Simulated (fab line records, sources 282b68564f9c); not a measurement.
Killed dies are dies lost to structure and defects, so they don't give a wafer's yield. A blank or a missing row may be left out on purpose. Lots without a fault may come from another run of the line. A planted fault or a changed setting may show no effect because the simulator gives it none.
A struck lot beside a sound one | flow rit_cmos | 34 steps out of a route of 202
Sound: wafers L564.2, L564.3, L564.4. Struck: wafers L574.2, L574.3, L574.5. The cause comes at the end.
At each step with rows: each side's tool, then ch and its chambers, then its first start. Under that, the readings that differ: sound wafers | struck wafers | difference of the means | sigmas: that difference in standard deviations of wafers without a fault.
alike: readings whose means differ by less than 2 such deviations, and words and numbers that are the same on both sides. not compared: withheld readings, readings that some wafer has no value for, bounds like >300 that may hide the same value, and numbers for which the record gives no deviation and whose values overlap.
The two part at a step that has a row with sigmas, a row that says differs or no value, or rows on one side only. Numbers that don't overlap but have no deviation are shown without sigmas and don't part them. A reading that every wafer of one side lacks parts them only if that side has two wafers or more.

first, 2 steps without rows for these wafers: RIT_SPACER_CLEAN_02 (cleans in SC2, time 600 s); RIT_SPACER_CVD_03 (deposits Si3N4 from SiH2Cl2/NH3, target thk 250 nm, time 3300 s).
RIT_SPACER_THK_MEAS_04:
  sound on film_metro-04, day 3 09:34; struck on film_metro-01, day 5 20:40
  reading                 | sound             | struck            | difference | sigmas
  SPACER_NITRIDE_THK (nm) | 253.9 252.6 255.1 | 248.6 249.6 247.6 | -5.3       | -2
RIT_SPACER_ETCHBACK_05: etches Si3N4 in SF6/CHF3, stops on SiO2, target depth 250 nm, time 240 s.
  sound on rie_diel-02 ch 2,3, day 3 09:37; struck on rie_diel-01 ch 0,2,3, day 5 20:43
  reading               | sound             | struck            | difference | sigmas
  oes_product_au (a.u.) | 0.862 0.883 0.876 | 0.832 0.825 0.836 | -0.043     | -3
  alike: drypump_motor_current_A, throttle_valve_pct
  not compared: rf_hours_counter_h
then, 6 steps without rows for these wafers: RIT_NSD_HMDS_00 (prime time 60 s); RIT_NSD_COAT_01 (resist thk 1000 nm); RIT_NSD_SOFTBAKE_02 (time 60 s); RIT_NSD_EXPOSE_03 (exposes mask M9, target cd 40700 nm); RIT_NSD_PEB_04; RIT_NSD_DEVELOP_05 (develop time 50 s).
RIT_NSD_OVL_MEAS_06:
  sound on overlay-01, day 3 10:45; struck on overlay-02, day 5 21:43
  alike: NSD_OVL
then, 1 step without rows for these wafers: RIT_NSD_HARDBAKE_07 (time 60 s).
RIT_NSD_IMPLANT_08:
  sound on implanter-02 ch 0, day 3 10:57; struck on implanter-02 ch 0, day 5 21:55
  reading                          | sound                         | struck                           | difference  | sigmas
  dose_ions_cm2                    | 9.996e+14 9.984e+14 9.994e+14 | 1.8757e+15 1.8755e+15 1.8755e+15 | +8.7643e+14 | +99 or more
  end_station_pressure_torr (Torr) | 7.1e-06 7e-06 7.3e-06         | 9.5e-06 9.2e-06 9.9e-06          | +2.4e-06    | +6
  faraday_current_uA               | 3124 3097 3198                | 5870 5958 5872                   | +2760       | +50
  alike: beam_on_s
RIT_NSD_STRIP_09: strips in O2, time 180 s.
  sound on plasma_asher-01 ch 0,1, day 3 11:05; struck on plasma_asher-01 ch 0,1, day 5 22:02
  alike: drypump_motor_current_A
  not compared: rf_hours_counter_h
RIT_NSD_TW_MEAS_10:
  sound on film_metro-01, day 3 11:16; struck on film_metro-02, day 5 22:14
  reading | sound          | struck         | difference | sigmas
  NSD_TW  | 3123 3115 3119 | 3441 3437 3446 | +322       | +12
then, 6 steps without rows for these wafers: RIT_PSD_HMDS_00 (prime time 60 s); RIT_PSD_COAT_01 (resist thk 1000 nm); RIT_PSD_SOFTBAKE_02 (time 60 s); RIT_PSD_EXPOSE_03 (exposes mask M10, target cd 40900 nm); RIT_PSD_PEB_04; RIT_PSD_DEVELOP_05 (develop time 50 s).
RIT_PSD_OVL_MEAS_06:
  sound on overlay-02, day 3 12:17; struck on overlay-01, day 5 23:08
  alike: PSD_OVL
then, 2 steps without rows for these wafers: RIT_PSD_HARDBAKE_07 (time 60 s); RIT_PSD_IMPLANT_08.
RIT_PSD_STRIP_09: strips in O2, time 180 s.
  sound on plasma_asher-03 ch 0,1, day 3 12:37; struck on plasma_asher-02 ch 1, day 5 23:29
  alike: drypump_motor_current_A
  not compared: rf_hours_counter_h
RIT_PSD_TW_MEAS_10:
  sound on film_metro-01, day 3 12:49; struck on film_metro-01, day 5 23:40
  alike: PSD_TW
then, 3 steps without rows for these wafers: RIT_SDANNEAL_CLEAN_00 (cleans in SC1, time 600 s); RIT_SDANNEAL_CLEAN_01 (cleans in dHF, time 30 s); RIT_SDANNEAL_CLEAN_02 (cleans in SC2, time 600 s).
RIT_SDANNEAL_RTA_03: time 5 s.
  sound on rtp_anneal-01 ch 0, day 3 13:14; struck on rtp_anneal-01 ch 0, day 6 00:06
  alike: wafer_temp_C_max
RIT_SDANNEAL_RS_MEAS_04: measures by four-point-probe.
  sound on film_metro-02, day 3 13:18; struck on film_metro-02, day 6 00:10
  alike: PSD_RS
RIT_SDANNEAL_RS_MEAS_05: measures by four-point-probe.
  sound on film_metro-02, day 3 13:25; struck on film_metro-02, day 6 00:17
  reading         | sound             | struck            | difference | sigmas
  NSD_RS (ohm/sq) | 84.92 84.73 84.82 | 54.27 54.30 54.20 | -30.57     | -99 or more
RIT_SDANNEAL_RS_MEAS_06: measures by four-point-probe.
  sound on film_metro-02, day 3 13:32; struck on film_metro-02, day 6 00:25
  alike: PLDD_RS
RIT_M1_PROBE_99:
  sound on prober-02, day 3 20:37; struck on prober-02, day 6 07:41
  reading                              | sound             | struck            | difference | sigmas
  model.etest.nmos_0p3.r_on_ohm_um     | 2154 2141 2133    | 1966 1983 1926    | -184       |
  model.etest.nmos_0p15.r_on_ohm_um    | 1088 1110 1082    | 993.7 990.7 956.2 | -113.1     |
  model.etest.nmos_0p15.drive_ua_um    | 486.3 490.3 490.4 | 505.2 509.4 525.1 | +24.2      |
  model.etest.nmos_narrow.drive_ua_um  | 220.1 222.3 225   | 249.7 239.2 249.7 | +23.7      |
  model.etest.nmos_0p3.drive_ua_um     | 224.8 229.8 227.9 | 245.8 242.8 252.4 | +19.5      |
  model.etest.contact_nplus.end_ohm_um | 41.28 39.75 41.34 | 18.46 18.52 18.2  | -22.40     |
  model.etest.npoly_line.line_ohm_um   | 167.2 174.6 170.8 | 159.7 163.7 162.6 | -8.9       |
  model.etest.npoly_line.rs_ohm_sq     | 16.91 17.28 17.1  | 16.4 16.38 16.44  | -0.7       |
  alike: killed_at_front_end, killed_dies, killed_open, killed_short

WHERE THEY PART
First at RIT_SPACER_THK_MEAS_04; last, within this record, at RIT_SDANNEAL_RS_MEAS_05. Later steps at which nothing parts them and some readings are alike: RIT_SDANNEAL_RS_MEAS_06, RIT_M1_PROBE_99.

WHY: what the simulator had put in
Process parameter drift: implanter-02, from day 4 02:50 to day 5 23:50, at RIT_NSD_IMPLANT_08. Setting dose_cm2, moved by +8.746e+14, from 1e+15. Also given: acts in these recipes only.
